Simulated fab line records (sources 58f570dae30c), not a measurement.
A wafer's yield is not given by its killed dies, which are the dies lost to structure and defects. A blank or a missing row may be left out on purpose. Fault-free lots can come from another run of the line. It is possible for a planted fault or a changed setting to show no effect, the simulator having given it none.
fab line records :: flow berkeleyCmos170
[record]
  lots = 14
  wafers = 42
  lastDay = 15
route steps=331 shown NWELL@26 PSD@178 NSD@197 V2@293
lots with no fault: from the same line, run without faults
startH: the number of hours between the record's first day and the start of the first shown wafer of the lot :: waitH: hours from the lot's prior step to this one :: " the same as in the row above :: L1.1+2: one row covering several wafers at once :: - either no value or no given start :: * or withheld: withheld :: < > ~ a bound
route shown NAME@n: names a module that has steps shown in the file, with the first one's number in the route :: usual: the fault-free wafers' mean and standard deviation :: same: alike in all rows :: chamber/n: place in a boat :: sites: each site's reading :: _std_site: the standard deviation of these :: _edge_site: mean of outer sites minus mean of inner sites :: radiusMm: how far each site lies from the wafer's centre :: mask NAME#n: copy n :: behind: the tool/chamber that last shaped the wafer :: hold: reason for holding the lot/hours on hold/outcome of the hold :: device: transistor that didn't switch, given as n, p or np :: end of line: the same wafers' tests at the end of the route :: for a step that has no rows: nothing shown but its recipe :: killed: at the first sort, the dies lost to defects and structure; wafer yield is something else :: map: a wafer's dies, marking killed ones x, the rest . and places with no die _
set.NAME: the run value of the setting; set.NAME@STEP: its run value at that earlier step :: model.NAME: the simulator's own value behind a step, which no gauge read
a sample of lots followed through the steps of the route, with each step as a table and each wafer as a row
services: when a tool's chamber went out of use (startH, in hours from the record's first day, below 0 if earlier), for how many hours, and the reason
[[steps]]
[step UCB170_NWELL_OVL_MEAS_12]
[usual]
  NWELL_OVL = 0/5.2
lot.wafer: L666.2
tool: overlay-01
chamber: -
startH: 56.78
waitH: -
NWELL_OVL[nm]: -11

lot.wafer: L666.4
tool: overlay-01
chamber: -
startH: 56.78
waitH: -
NWELL_OVL[nm]: -6

lot.wafer: L666.5
tool: overlay-01
chamber: -
startH: 56.78
waitH: -
NWELL_OVL[nm]: -8

lot.wafer: L667.1
tool: overlay-01
chamber: -
startH: 57.05
waitH: -
NWELL_OVL[nm]: 11

lot.wafer: L667.4
tool: overlay-01
chamber: -
startH: 57.05
waitH: -
NWELL_OVL[nm]: 3

lot.wafer: L667.6
tool: overlay-01
chamber: -
startH: 57.05
waitH: -
NWELL_OVL[nm]: 5

lot.wafer: L668.2
tool: overlay-02
chamber: -
startH: 65.46
waitH: -
NWELL_OVL[nm]: -3

lot.wafer: L668.5
tool: overlay-02
chamber: -
startH: 65.46
waitH: -
NWELL_OVL[nm]: -2

lot.wafer: L668.6
tool: overlay-02
chamber: -
startH: 65.46
waitH: -
NWELL_OVL[nm]: -1

lot.wafer: L670.1
tool: overlay-01
chamber: -
startH: 76.85
waitH: -
NWELL_OVL[nm]: 6

lot.wafer: L670.2
tool: overlay-01
chamber: -
startH: 76.85
waitH: -
NWELL_OVL[nm]: 4

lot.wafer: L670.4
tool: overlay-01
chamber: -
startH: 76.85
waitH: -
NWELL_OVL[nm]: 5

lot.wafer: L674.2
tool: overlay-02
chamber: -
startH: 90.68
waitH: -
NWELL_OVL[nm]: -11

lot.wafer: L674.5
tool: overlay-02
chamber: -
startH: 90.68
waitH: -
NWELL_OVL[nm]: -5

lot.wafer: L674.6
tool: overlay-02
chamber: -
startH: 90.68
waitH: -
NWELL_OVL[nm]: -1

lot.wafer: L676.4
tool: overlay-01
chamber: -
startH: 104.76
waitH: -
NWELL_OVL[nm]: -1

lot.wafer: L676.5
tool: overlay-01
chamber: -
startH: 104.76
waitH: -
NWELL_OVL[nm]: 6

lot.wafer: L676.6
tool: overlay-01
chamber: -
startH: 104.76
waitH: -
NWELL_OVL[nm]: 8

lot.wafer: L677.1
tool: overlay-02
chamber: -
startH: 104.85
waitH: -
NWELL_OVL[nm]: -2

lot.wafer: L677.2
tool: overlay-02
chamber: -
startH: 104.85
waitH: -
NWELL_OVL[nm]: 0

lot.wafer: L677.4
tool: overlay-02
chamber: -
startH: 104.85
waitH: -
NWELL_OVL[nm]: 0

lot.wafer: L680.2
tool: overlay-01
chamber: -
startH: 115.36
waitH: -
NWELL_OVL[nm]: 4

lot.wafer: L680.5
tool: overlay-01
chamber: -
startH: 115.36
waitH: -
NWELL_OVL[nm]: 1

lot.wafer: L680.6
tool: overlay-01
chamber: -
startH: 115.36
waitH: -
NWELL_OVL[nm]: 1

lot.wafer: L678.2
tool: overlay-01
chamber: -
startH: 115.81
waitH: -
NWELL_OVL[nm]: 15

lot.wafer: L678.3
tool: overlay-01
chamber: -
startH: 115.81
waitH: -
NWELL_OVL[nm]: 12

lot.wafer: L678.4
tool: overlay-01
chamber: -
startH: 115.81
waitH: -
NWELL_OVL[nm]: 15

lot.wafer: L681.2
tool: overlay-01
chamber: -
startH: 125.99
waitH: -
NWELL_OVL[nm]: 9

lot.wafer: L681.3
tool: overlay-01
chamber: -
startH: 125.99
waitH: -
NWELL_OVL[nm]: 6

lot.wafer: L681.4
tool: overlay-01
chamber: -
startH: 125.99
waitH: -
NWELL_OVL[nm]: 4

lot.wafer: L683.1
tool: overlay-02
chamber: -
startH: 133.22
waitH: -
NWELL_OVL[nm]: -3

lot.wafer: L683.2
tool: overlay-02
chamber: -
startH: 133.22
waitH: -
NWELL_OVL[nm]: -3

lot.wafer: L683.5
tool: overlay-02
chamber: -
startH: 133.22
waitH: -
NWELL_OVL[nm]: 0

lot.wafer: L684.1
tool: overlay-01
chamber: -
startH: 143.93
waitH: -
NWELL_OVL[nm]: -3

lot.wafer: L684.4
tool: overlay-01
chamber: -
startH: 143.93
waitH: -
NWELL_OVL[nm]: -5

lot.wafer: L684.6
tool: overlay-01
chamber: -
startH: 143.93
waitH: -
NWELL_OVL[nm]: -1

lot.wafer: L685.3
tool: overlay-02
chamber: -
startH: 144.22
waitH: -
NWELL_OVL[nm]: -1

lot.wafer: L685.5
tool: overlay-02
chamber: -
startH: 144.22
waitH: -
NWELL_OVL[nm]: -2

lot.wafer: L685.6
tool: overlay-02
chamber: -
startH: 144.22
waitH: -
NWELL_OVL[nm]: -5

lot.wafer: L686.1
tool: overlay-02
chamber: -
startH: 153.11
waitH: -
NWELL_OVL[nm]: 1

lot.wafer: L686.5
tool: overlay-02
chamber: -
startH: 153.11
waitH: -
NWELL_OVL[nm]: -4

lot.wafer: L686.6
tool: overlay-02
chamber: -
startH: 153.11
waitH: -
NWELL_OVL[nm]: -6
[step UCB170_PSD_EXPOSE_03]
[recipe]
  maskId = PSELECT_MOD
  na = 0.5
  sigmaOuter = 0.6
  sourceShape = conventional
  targetCdNm = 1200
  doseMj = 30
[usual]
  exposureDoseMJCm2 = 30.00/0.03
  focusOffsetNm = 0.1/0.48
  stageVelMmS = 500.02/0.26
lot.wafer: L666.2
tool: krfScanner-02
chamber: 0
startH: 185.35
waitH: 0.1
mask: PSELECT_MOD#0
exposureDoseMJCm2: 30.01
focusOffsetNm: 0.0
stageVelMmS: 499.80

lot.wafer: L666.4
tool: krfScanner-02
chamber: 0
startH: 185.35
waitH: 0.1
mask: PSELECT_MOD#0
exposureDoseMJCm2: 29.98
focusOffsetNm: 0.6
stageVelMmS: 499.68

lot.wafer: L666.5
tool: krfScanner-02
chamber: 0
startH: 185.35
waitH: 0.1
mask: PSELECT_MOD#0
exposureDoseMJCm2: 30.01
focusOffsetNm: -0.5
stageVelMmS: 499.88

lot.wafer: L667.1
tool: krfScanner-01
chamber: 0
startH: 185.61
waitH: 0.2
mask: PSELECT_MOD#0
exposureDoseMJCm2: 30.05
focusOffsetNm: 0.2
stageVelMmS: 499.94

lot.wafer: L667.4
tool: krfScanner-01
chamber: 0
startH: 185.61
waitH: 0.2
mask: PSELECT_MOD#0
exposureDoseMJCm2: 30.01
focusOffsetNm: 0.4
stageVelMmS: 499.87

lot.wafer: L667.6
tool: krfScanner-01
chamber: 0
startH: 185.61
waitH: 0.2
mask: PSELECT_MOD#0
exposureDoseMJCm2: 30.04
focusOffsetNm: 0.3
stageVelMmS: 500.12

lot.wafer: L670.1
tool: krfScanner-01
chamber: 0
startH: 200.51
waitH: 0.1
mask: PSELECT_MOD#0
exposureDoseMJCm2: 29.97
focusOffsetNm: 0.1
stageVelMmS: 499.74

lot.wafer: L670.2
tool: krfScanner-01
chamber: 0
startH: 200.51
waitH: 0.1
mask: PSELECT_MOD#0
exposureDoseMJCm2: 29.96
focusOffsetNm: 0.0
stageVelMmS: 500.00

lot.wafer: L670.4
tool: krfScanner-01
chamber: 0
startH: 200.51
waitH: 0.1
mask: PSELECT_MOD#0
exposureDoseMJCm2: 29.99
focusOffsetNm: -0.1
stageVelMmS: 499.85

lot.wafer: L668.2
tool: krfScanner-02
chamber: 0
startH: 200.89
waitH: 0.5
mask: PSELECT_MOD#0
exposureDoseMJCm2: 29.94
focusOffsetNm: -0.9
stageVelMmS: 500.02

lot.wafer: L668.5
tool: krfScanner-02
chamber: 0
startH: 200.89
waitH: 0.5
mask: PSELECT_MOD#0
exposureDoseMJCm2: 30.02
focusOffsetNm: 0.8
stageVelMmS: 499.72

lot.wafer: L668.6
tool: krfScanner-02
chamber: 0
startH: 200.89
waitH: 0.5
mask: PSELECT_MOD#0
exposureDoseMJCm2: 29.98
focusOffsetNm: 0.0
stageVelMmS: 500.13

lot.wafer: L674.2
tool: krfScanner-02
chamber: -
startH: 239.42
waitH: 0.2
mask: PSELECT_MOD#0
exposureDoseMJCm2: -
focusOffsetNm: -
stageVelMmS: -

lot.wafer: L674.5
tool: krfScanner-02
chamber: -
startH: 239.42
waitH: 0.2
mask: PSELECT_MOD#0
exposureDoseMJCm2: -
focusOffsetNm: -
stageVelMmS: -

lot.wafer: L674.6
tool: krfScanner-02
chamber: -
startH: 239.42
waitH: 0.2
mask: PSELECT_MOD#0
exposureDoseMJCm2: -
focusOffsetNm: -
stageVelMmS: -

lot.wafer: L677.1
tool: krfScanner-01
chamber: 0
startH: 239.64
waitH: 0.4
mask: PSELECT_MOD#0
exposureDoseMJCm2: 30.03
focusOffsetNm: 0.3
stageVelMmS: 500.17

lot.wafer: L677.2
tool: krfScanner-01
chamber: 0
startH: 239.64
waitH: 0.4
mask: PSELECT_MOD#0
exposureDoseMJCm2: 30.00
focusOffsetNm: -0.3
stageVelMmS: 500.20

lot.wafer: L677.4
tool: krfScanner-01
chamber: 0
startH: 239.64
waitH: 0.4
mask: PSELECT_MOD#0
exposureDoseMJCm2: 30.03
focusOffsetNm: 0.7
stageVelMmS: 500.27

lot.wafer: L676.4
tool: krfScanner-02
chamber: -
startH: 245.46
waitH: 0.2
mask: PSELECT_MOD#0
exposureDoseMJCm2: -
focusOffsetNm: -
stageVelMmS: -

lot.wafer: L676.5
tool: krfScanner-02
chamber: -
startH: 245.46
waitH: 0.2
mask: PSELECT_MOD#0
exposureDoseMJCm2: -
focusOffsetNm: -
stageVelMmS: -

lot.wafer: L676.6
tool: krfScanner-02
chamber: -
startH: 245.46
waitH: 0.2
mask: PSELECT_MOD#0
exposureDoseMJCm2: -
focusOffsetNm: -
stageVelMmS: -

lot.wafer: L680.2
tool: krfScanner-01
chamber: 0
startH: 265.45
waitH: 0.2
mask: PSELECT_MOD#0
exposureDoseMJCm2: 30.06
focusOffsetNm: -0.2
stageVelMmS: 500.26

lot.wafer: L680.5
tool: krfScanner-01
chamber: 0
startH: 265.45
waitH: 0.2
mask: PSELECT_MOD#0
exposureDoseMJCm2: 30.03
focusOffsetNm: -0.5
stageVelMmS: 500.11

lot.wafer: L680.6
tool: krfScanner-01
chamber: 0
startH: 265.45
waitH: 0.2
mask: PSELECT_MOD#0
exposureDoseMJCm2: 30.06
focusOffsetNm: 1.0
stageVelMmS: 499.68

lot.wafer: L681.2
tool: krfScanner-02
chamber: 0
startH: 265.69
waitH: 0.3
mask: PSELECT_MOD#0
exposureDoseMJCm2: 29.98
focusOffsetNm: -0.6
stageVelMmS: 499.69

lot.wafer: L681.3
tool: krfScanner-02
chamber: 0
startH: 265.69
waitH: 0.3
mask: PSELECT_MOD#0
exposureDoseMJCm2: 29.92
focusOffsetNm: -1.0
stageVelMmS: 500.13

lot.wafer: L681.4
tool: krfScanner-02
chamber: 0
startH: 265.69
waitH: 0.3
mask: PSELECT_MOD#0
exposureDoseMJCm2: 29.97
focusOffsetNm: -0.6
stageVelMmS: 499.66

lot.wafer: L678.2
tool: krfScanner-01
chamber: 0
startH: 266.05
waitH: 0.4
mask: PSELECT_MOD#0
exposureDoseMJCm2: 30.03
focusOffsetNm: 0.1
stageVelMmS: 500.26

lot.wafer: L678.3
tool: krfScanner-01
chamber: 0
startH: 266.05
waitH: 0.4
mask: PSELECT_MOD#0
exposureDoseMJCm2: 29.99
focusOffsetNm: -0.1
stageVelMmS: 499.93

lot.wafer: L678.4
tool: krfScanner-01
chamber: 0
startH: 266.05
waitH: 0.4
mask: PSELECT_MOD#0
exposureDoseMJCm2: 30.02
focusOffsetNm: 0.4
stageVelMmS: 499.98

lot.wafer: L683.1
tool: krfScanner-01
chamber: 0
startH: 268.26
waitH: 0.3
mask: PSELECT_MOD#0
exposureDoseMJCm2: 30.00
focusOffsetNm: 0.2
stageVelMmS: 499.99

lot.wafer: L683.2
tool: krfScanner-01
chamber: 0
startH: 268.26
waitH: 0.3
mask: PSELECT_MOD#0
exposureDoseMJCm2: 30.04
focusOffsetNm: -0.7
stageVelMmS: 499.72

lot.wafer: L683.5
tool: krfScanner-01
chamber: 0
startH: 268.26
waitH: 0.3
mask: PSELECT_MOD#0
exposureDoseMJCm2: 30.06
focusOffsetNm: 0.5
stageVelMmS: 499.59

lot.wafer: L684.1
tool: krfScanner-02
chamber: 0
startH: 306.40
waitH: -
mask: PSELECT_MOD#0
exposureDoseMJCm2: 30.05
focusOffsetNm: 0.7
stageVelMmS: 500.37

lot.wafer: L684.4
tool: krfScanner-02
chamber: 0
startH: 306.40
waitH: -
mask: PSELECT_MOD#0
exposureDoseMJCm2: 30.02
focusOffsetNm: -0.2
stageVelMmS: 500.27

lot.wafer: L684.6
tool: krfScanner-02
chamber: 0
startH: 306.40
waitH: -
mask: PSELECT_MOD#0
exposureDoseMJCm2: 29.99
focusOffsetNm: 0.1
stageVelMmS: 499.97

lot.wafer: L685.3
tool: krfScanner-01
chamber: 0
startH: 306.79
waitH: -
mask: PSELECT_MOD#0
exposureDoseMJCm2: 29.96
focusOffsetNm: -0.4
stageVelMmS: 500.34

lot.wafer: L685.5
tool: krfScanner-01
chamber: 0
startH: 306.79
waitH: -
mask: PSELECT_MOD#0
exposureDoseMJCm2: 30.04
focusOffsetNm: 0.3
stageVelMmS: 500.45

lot.wafer: L685.6
tool: krfScanner-01
chamber: 0
startH: 306.79
waitH: -
mask: PSELECT_MOD#0
exposureDoseMJCm2: 30.00
focusOffsetNm: 0.6
stageVelMmS: 500.05

lot.wafer: L686.1
tool: krfScanner-02
chamber: 0
startH: 315.69
waitH: 0.3
mask: PSELECT_MOD#0
exposureDoseMJCm2: 29.97
focusOffsetNm: -0.4
stageVelMmS: 500.11

lot.wafer: L686.5
tool: krfScanner-02
chamber: 0
startH: 315.69
waitH: 0.3
mask: PSELECT_MOD#0
exposureDoseMJCm2: 29.99
focusOffsetNm: 0.0
stageVelMmS: 500.03

lot.wafer: L686.6
tool: krfScanner-02
chamber: 0
startH: 315.69
waitH: 0.3
mask: PSELECT_MOD#0
exposureDoseMJCm2: 29.99
focusOffsetNm: -0.2
stageVelMmS: 500.01
[step UCB170_NSD_TW_MEAS_10]
[usual]
  NSD_TW = 4174/40
lot.wafer: L666.2
tool: filmMetro-02
chamber: -
startH: 188.25
waitH: 0.1
NSD_TW: 4149

lot.wafer: L666.4
tool: filmMetro-02
chamber: -
startH: 188.25
waitH: 0.1
NSD_TW: 4152

lot.wafer: L666.5
tool: filmMetro-02
chamber: -
startH: 188.25
waitH: 0.1
NSD_TW: 4171

lot.wafer: L667.1
tool: filmMetro-01
chamber: -
startH: 188.56
waitH: 0.1
NSD_TW: 4186

lot.wafer: L667.4
tool: filmMetro-01
chamber: -
startH: 188.56
waitH: 0.1
NSD_TW: 4199

lot.wafer: L667.6
tool: filmMetro-01
chamber: -
startH: 188.56
waitH: 0.1
NSD_TW: 4179

lot.wafer: L670.1
tool: filmMetro-01
chamber: -
startH: 202.85
waitH: 0.1
NSD_TW: 4193

lot.wafer: L670.2
tool: filmMetro-01
chamber: -
startH: 202.85
waitH: 0.1
NSD_TW: 4217

lot.wafer: L670.4
tool: filmMetro-01
chamber: -
startH: 202.85
waitH: 0.1
NSD_TW: 4197

lot.wafer: L668.2
tool: filmMetro-04
chamber: -
startH: 203.62
waitH: 0.1
NSD_TW: 4202

lot.wafer: L668.5
tool: filmMetro-04
chamber: -
startH: 203.62
waitH: 0.1
NSD_TW: 4176

lot.wafer: L668.6
tool: filmMetro-04
chamber: -
startH: 203.62
waitH: 0.1
NSD_TW: 4216

lot.wafer: L674.2
tool: filmMetro-01
chamber: -
startH: 241.86
waitH: 0.1
NSD_TW: 4238

lot.wafer: L674.5
tool: filmMetro-01
chamber: -
startH: 241.86
waitH: 0.1
NSD_TW: 4229

lot.wafer: L674.6
tool: filmMetro-01
chamber: -
startH: 241.86
waitH: 0.1
NSD_TW: 4229

lot.wafer: L677.1
tool: filmMetro-01
chamber: -
startH: 242.12
waitH: 0.1
NSD_TW: 4260

lot.wafer: L677.2
tool: filmMetro-01
chamber: -
startH: 242.12
waitH: 0.1
NSD_TW: 4236

lot.wafer: L677.4
tool: filmMetro-01
chamber: -
startH: 242.12
waitH: 0.1
NSD_TW: 4243

lot.wafer: L676.4
tool: filmMetro-02
chamber: -
startH: 247.89
waitH: 0.1
NSD_TW: 4150

lot.wafer: L676.5
tool: filmMetro-02
chamber: -
startH: 247.89
waitH: 0.1
NSD_TW: 4180

lot.wafer: L676.6
tool: filmMetro-02
chamber: -
startH: 247.89
waitH: 0.1
NSD_TW: 4164

lot.wafer: L680.2
tool: filmMetro-02
chamber: -
startH: 269.37
waitH: 0.1
NSD_TW: 4131

lot.wafer: L680.5
tool: filmMetro-02
chamber: -
startH: 269.37
waitH: 0.1
NSD_TW: 4134

lot.wafer: L680.6
tool: filmMetro-02
chamber: -
startH: 269.37
waitH: 0.1
NSD_TW: 4146

lot.wafer: L681.2
tool: filmMetro-01
chamber: -
startH: 269.61
waitH: 0.1
NSD_TW: 4189

lot.wafer: L681.3
tool: filmMetro-01
chamber: -
startH: 269.61
waitH: 0.1
NSD_TW: 4204

lot.wafer: L681.4
tool: filmMetro-01
chamber: -
startH: 269.61
waitH: 0.1
NSD_TW: 4200

lot.wafer: L678.2
tool: filmMetro-02
chamber: -
startH: 269.89
waitH: 0.1
NSD_TW: 4097

lot.wafer: L678.3
tool: filmMetro-02
chamber: -
startH: 269.89
waitH: 0.1
NSD_TW: 4136

lot.wafer: L678.4
tool: filmMetro-02
chamber: -
startH: 269.89
waitH: 0.1
NSD_TW: 4137

lot.wafer: L683.1
tool: filmMetro-04
chamber: -
startH: 271.57
waitH: 0.1
NSD_TW: 4152

lot.wafer: L683.2
tool: filmMetro-04
chamber: -
startH: 271.57
waitH: 0.1
NSD_TW: 4185

lot.wafer: L683.5
tool: filmMetro-04
chamber: -
startH: 271.57
waitH: 0.1
NSD_TW: 4171

lot.wafer: L684.1
tool: filmMetro-02
chamber: -
startH: 310.87
waitH: 0.1
NSD_TW: 4092

lot.wafer: L684.4
tool: filmMetro-02
chamber: -
startH: 310.87
waitH: 0.1
NSD_TW: 4088

lot.wafer: L684.6
tool: filmMetro-02
chamber: -
startH: 310.87
waitH: 0.1
NSD_TW: 4084

lot.wafer: L685.3
tool: filmMetro-01
chamber: -
startH: 310.96
waitH: 0.1
NSD_TW: 4209

lot.wafer: L685.5
tool: filmMetro-01
chamber: -
startH: 310.96
waitH: 0.1
NSD_TW: 4200

lot.wafer: L685.6
tool: filmMetro-01
chamber: -
startH: 310.96
waitH: 0.1
NSD_TW: 4203

lot.wafer: L686.1
tool: filmMetro-04
chamber: -
startH: 318.71
waitH: 0.1
NSD_TW: 4209

lot.wafer: L686.5
tool: filmMetro-04
chamber: -
startH: 318.71
waitH: 0.1
NSD_TW: 4192

lot.wafer: L686.6
tool: filmMetro-04
chamber: -
startH: 318.71
waitH: 0.1
NSD_TW: 4195
[step UCB170_V2_THK_MEAS_01]
[recipe]
  reads = SiO2_of_V2_CVD_00
[usual]
  V2_TEOS_THK = 1993/27
lot.wafer: L666.2
tool: filmMetro-01
chamber: -
startH: 204.90
waitH: 0.1
V2_TEOS_THK[nm]: 1997

lot.wafer: L666.4
tool: filmMetro-01
chamber: -
startH: 204.90
waitH: 0.1
V2_TEOS_THK[nm]: 2022

lot.wafer: L666.5
tool: filmMetro-01
chamber: -
startH: 204.90
waitH: 0.1
V2_TEOS_THK[nm]: 2021

lot.wafer: L667.1
tool: filmMetro-03
chamber: -
startH: 208.86
waitH: 0.1
V2_TEOS_THK[nm]: 1988

lot.wafer: L667.4
tool: filmMetro-03
chamber: -
startH: 208.86
waitH: 0.1
V2_TEOS_THK[nm]: 2058

lot.wafer: L667.6
tool: filmMetro-03
chamber: -
startH: 208.86
waitH: 0.1
V2_TEOS_THK[nm]: 1993

lot.wafer: L668.2
tool: filmMetro-01
chamber: -
startH: 222.73
waitH: 0.1
V2_TEOS_THK[nm]: 1964

lot.wafer: L668.5
tool: filmMetro-01
chamber: -
startH: 222.73
waitH: 0.1
V2_TEOS_THK[nm]: 2029

lot.wafer: L668.6
tool: filmMetro-01
chamber: -
startH: 222.73
waitH: 0.1
V2_TEOS_THK[nm]: 2015

lot.wafer: L670.1
tool: filmMetro-02
chamber: -
startH: 222.96
waitH: 0.1
V2_TEOS_THK[nm]: 1969

lot.wafer: L670.2
tool: filmMetro-02
chamber: -
startH: 222.96
waitH: 0.1
V2_TEOS_THK[nm]: 1989

lot.wafer: L670.4
tool: filmMetro-02
chamber: -
startH: 222.96
waitH: 0.1
V2_TEOS_THK[nm]: 2043

lot.wafer: L674.2
tool: filmMetro-02
chamber: -
startH: 259.46
waitH: 0.1
V2_TEOS_THK[nm]: 2006

lot.wafer: L674.5
tool: filmMetro-02
chamber: -
startH: 259.46
waitH: 0.1
V2_TEOS_THK[nm]: 2035

lot.wafer: L674.6
tool: filmMetro-02
chamber: -
startH: 259.46
waitH: 0.1
V2_TEOS_THK[nm]: 2008

lot.wafer: L677.1
tool: filmMetro-01
chamber: -
startH: 259.71
waitH: 0.1
V2_TEOS_THK[nm]: 2020

lot.wafer: L677.2
tool: filmMetro-01
chamber: -
startH: 259.71
waitH: 0.1
V2_TEOS_THK[nm]: 2013

lot.wafer: L677.4
tool: filmMetro-01
chamber: -
startH: 259.71
waitH: 0.1
V2_TEOS_THK[nm]: 2011

lot.wafer: L676.4
tool: filmMetro-03
chamber: -
startH: 270.96
waitH: 0.0
V2_TEOS_THK[nm]: 1965

lot.wafer: L676.5
tool: filmMetro-03
chamber: -
startH: 270.96
waitH: 0.0
V2_TEOS_THK[nm]: 1975

lot.wafer: L676.6
tool: filmMetro-03
chamber: -
startH: 270.96
waitH: 0.0
V2_TEOS_THK[nm]: 1996

lot.wafer: L680.2
tool: filmMetro-01
chamber: -
startH: 300.99
waitH: 0.1
V2_TEOS_THK[nm]: 1959

lot.wafer: L680.5
tool: filmMetro-01
chamber: -
startH: 300.99
waitH: 0.1
V2_TEOS_THK[nm]: 1959

lot.wafer: L680.6
tool: filmMetro-01
chamber: -
startH: 300.99
waitH: 0.1
V2_TEOS_THK[nm]: 2005

lot.wafer: L681.2
tool: filmMetro-03
chamber: -
startH: 306.72
waitH: 0.1
V2_TEOS_THK[nm]: 1997

lot.wafer: L681.3
tool: filmMetro-03
chamber: -
startH: 306.72
waitH: 0.1
V2_TEOS_THK[nm]: 1994

lot.wafer: L681.4
tool: filmMetro-03
chamber: -
startH: 306.72
waitH: 0.1
V2_TEOS_THK[nm]: 2028

lot.wafer: L678.2
tool: filmMetro-01
chamber: -
startH: 307.24
waitH: 0.1
V2_TEOS_THK[nm]: 1968

lot.wafer: L678.3
tool: filmMetro-01
chamber: -
startH: 307.24
waitH: 0.1
V2_TEOS_THK[nm]: 1951

lot.wafer: L678.4
tool: filmMetro-01
chamber: -
startH: 307.24
waitH: 0.1
V2_TEOS_THK[nm]: 2017

lot.wafer: L683.1
tool: filmMetro-03
chamber: -
startH: 307.87
waitH: 0.1
V2_TEOS_THK[nm]: 1966

lot.wafer: L683.2
tool: filmMetro-03
chamber: -
startH: 307.87
waitH: 0.1
V2_TEOS_THK[nm]: 1982

lot.wafer: L683.5
tool: filmMetro-03
chamber: -
startH: 307.87
waitH: 0.1
V2_TEOS_THK[nm]: 2007

lot.wafer: L684.1
tool: filmMetro-02
chamber: -
startH: 329.44
waitH: 0.1
V2_TEOS_THK[nm]: 1994

lot.wafer: L684.4
tool: filmMetro-02
chamber: -
startH: 329.44
waitH: 0.1
V2_TEOS_THK[nm]: 1992

lot.wafer: L684.6
tool: filmMetro-02
chamber: -
startH: 329.44
waitH: 0.1
V2_TEOS_THK[nm]: 1982

lot.wafer: L685.3
tool: filmMetro-03
chamber: -
startH: 330.18
waitH: 0.1
V2_TEOS_THK[nm]: 1971

lot.wafer: L685.5
tool: filmMetro-03
chamber: -
startH: 330.18
waitH: 0.1
V2_TEOS_THK[nm]: 2019

lot.wafer: L685.6
tool: filmMetro-03
chamber: -
startH: 330.18
waitH: 0.1
V2_TEOS_THK[nm]: 2013

lot.wafer: L686.1
tool: filmMetro-02
chamber: -
startH: 342.68
waitH: 0.1
V2_TEOS_THK[nm]: 1981

lot.wafer: L686.5
tool: filmMetro-02
chamber: -
startH: 342.68
waitH: 0.1
V2_TEOS_THK[nm]: 2015

lot.wafer: L686.6
tool: filmMetro-02
chamber: -
startH: 342.68
waitH: 0.1
V2_TEOS_THK[nm]: 1990
[[services]]
tool: krfScanner-02
chamber: -
startH: 163.75
hours: 1.0
kind: pm

tool: krfScanner-01
chamber: -
startH: 197.45
hours: 1.3
kind: pm

tool: krfScanner-01
chamber: -
startH: 232.98
hours: 0.8
kind: pm

tool: krfScanner-02
chamber: -
startH: 235.56
hours: 1.3
kind: pm

tool: krfScanner-02
chamber: -
startH: 254.83
hours: 4.0
kind: pm

tool: krfScanner-02
chamber: -
startH: 261.99
hours: 0.8
kind: pm

tool: krfScanner-01
chamber: -
startH: 269.50
hours: 1.0
kind: pm

tool: krfScanner-01
chamber: -
startH: 301.02
hours: 1.6
kind: repair
[[key]]
[firstSign]
  step = UCB170_PSD_EXPOSE_03
  reading = toolRecord
  direction = missing
effect none on later readings
metAt UCB170_PSD_EXPOSE_03
struckLots L674,L676
sortLeftOut L674.2,L674.5,L674.6,L676.4,L676.5,L676.6
testerLeftOut L674,L676
notActingAt UCB170_NWELL_OVL_MEAS_12,UCB170_NSD_TW_MEAS_10,UCB170_V2_THK_MEAS_01
onsetBetween 200.89 239.42
[fault]
  kind = skippedStepWhole
  tool = krfScanner-02
  chamber = -
  onsetH = 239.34
  steps = UCB170_PSD_EXPOSE_03
  scope = struckLotsOnly
// testerLeftOut: of these lots the tester's yield and bins aren't shown, on N5 and GAA mostly nor the transistor test; their killed dies are dies lost to structure and defects alone, not to doping, threshold or leakage, so they don't give the yield
// sortLeftOut: the simulated sort isn't trusted on such a fault, so these wafers' sort isn't shown, and their yield isn't known
